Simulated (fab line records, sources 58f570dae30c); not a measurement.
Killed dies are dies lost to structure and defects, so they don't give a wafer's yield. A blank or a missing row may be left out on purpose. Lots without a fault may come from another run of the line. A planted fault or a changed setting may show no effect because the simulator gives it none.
Split-lot experiment | flow berkeley_cmos170 | 5 lots, 23 wafers read, on a route of 331 steps

THE SPLIT
At UCB170_SACOX_OXIDATION_01 (target thk 14.4 nm, ox time 2400 s), the setting temp_c was moved away from the recipe's 900 C on 20 of the 23 wafers read, by -2.8% to +2.6%. The other wafers ran this setting at the recipe's value.

The file shows no step between the split and the reading.

THE READING
SACOX_OXIDE_THK, in nm, at UCB170_SACOX_THK_MEAS_02. Fault-free wafers of this fab line usually give 14.47 nm, standard deviation 0.25 nm.

wafer  | tool, chamber at the split | temp_c as run, C | against the recipe | SACOX_OXIDE_THK, nm | against lot-mates on the recipe
L074.1 | furnace-03, 0              | 900              | recipe             | 14.40               | -
L074.5 | furnace-03, 0              | 900              | recipe             | 14.48               | -
L074.6 | furnace-03, 0              | 900              | recipe             | 14.35               | -
L075.1 | -, -                       | 923.2            | +2.6%              | 18.49               | no lot-mate on the recipe
L075.2 | -, -                       | 923.2            | +2.6%              | 18.21               | no lot-mate on the recipe
L075.4 | -, -                       | 923.2            | +2.6%              | 18.21               | no lot-mate on the recipe
L075.5 | -, -                       | 923.2            | +2.6%              | 18.02               | no lot-mate on the recipe
L075.6 | -, -                       | 923.2            | +2.6%              | 17.80               | no lot-mate on the recipe
L078.1 | -, -                       | 886.1            | -1.5%              | 12.73               | no lot-mate on the recipe
L078.2 | -, -                       | 886.1            | -1.5%              | 12.54               | no lot-mate on the recipe
L078.3 | -, -                       | 886.1            | -1.5%              | 12.71               | no lot-mate on the recipe
L078.4 | -, -                       | 886.1            | -1.5%              | 12.56               | no lot-mate on the recipe
L078.6 | -, -                       | 886.1            | -1.5%              | 12.82               | no lot-mate on the recipe
L080.1 | -, -                       | 875              | -2.8%              | 11.04               | no lot-mate on the recipe
L080.2 | -, -                       | 875              | -2.8%              | 11.07               | no lot-mate on the recipe
L080.3 | -, -                       | 875              | -2.8%              | 11.02               | no lot-mate on the recipe
L080.5 | -, -                       | 875              | -2.8%              | 11.17               | no lot-mate on the recipe
L080.6 | -, -                       | 875              | -2.8%              | 10.84               | no lot-mate on the recipe
L085.1 | -, -                       | 884.5            | -1.7%              | 12.05               | no lot-mate on the recipe
L085.3 | -, -                       | 884.5            | -1.7%              | 12.26               | no lot-mate on the recipe
L085.4 | -, -                       | 884.5            | -1.7%              | 12.24               | no lot-mate on the recipe
L085.5 | -, -                       | 884.5            | -1.7%              | 12.29               | no lot-mate on the recipe
L085.6 | -, -                       | 884.5            | -1.7%              | 12.44               | no lot-mate on the recipe

THE FIT
A straight line over all 23 wafers: SACOX_OXIDE_THK changes by +1.33 nm for each +1% of temp_c; r = +1.00; the points scatter about the line by 0.19 nm.
Too few moved wafers have a lot-mate on the recipe to fit a line with each lot's own level taken away.

THE WHOLE CHAIN: every reading that the file lists as answering this split, in the file's order
step                      | what it does                       | reading                                                                            | change (the file's fit)              | r (the file's)
UCB170_SACOX_OXIDATION_01 | target thk 14.4 nm, ox time 2400 s | SiO2_of_SACOX_OXIDATION_01.thk_nm (the simulator's own value, which no gauge read) | +1.33 nm for each +1% of the setting | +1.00
UCB170_SACOX_THK_MEAS_02  |                                    | SACOX_OXIDE_THK                                                                    | +1.33 for each +1% of the setting    | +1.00

THE FILE'S OWN FIT
SACOX_OXIDE_THK changes by +1.33 nm for each +1% of temp_c, r = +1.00.
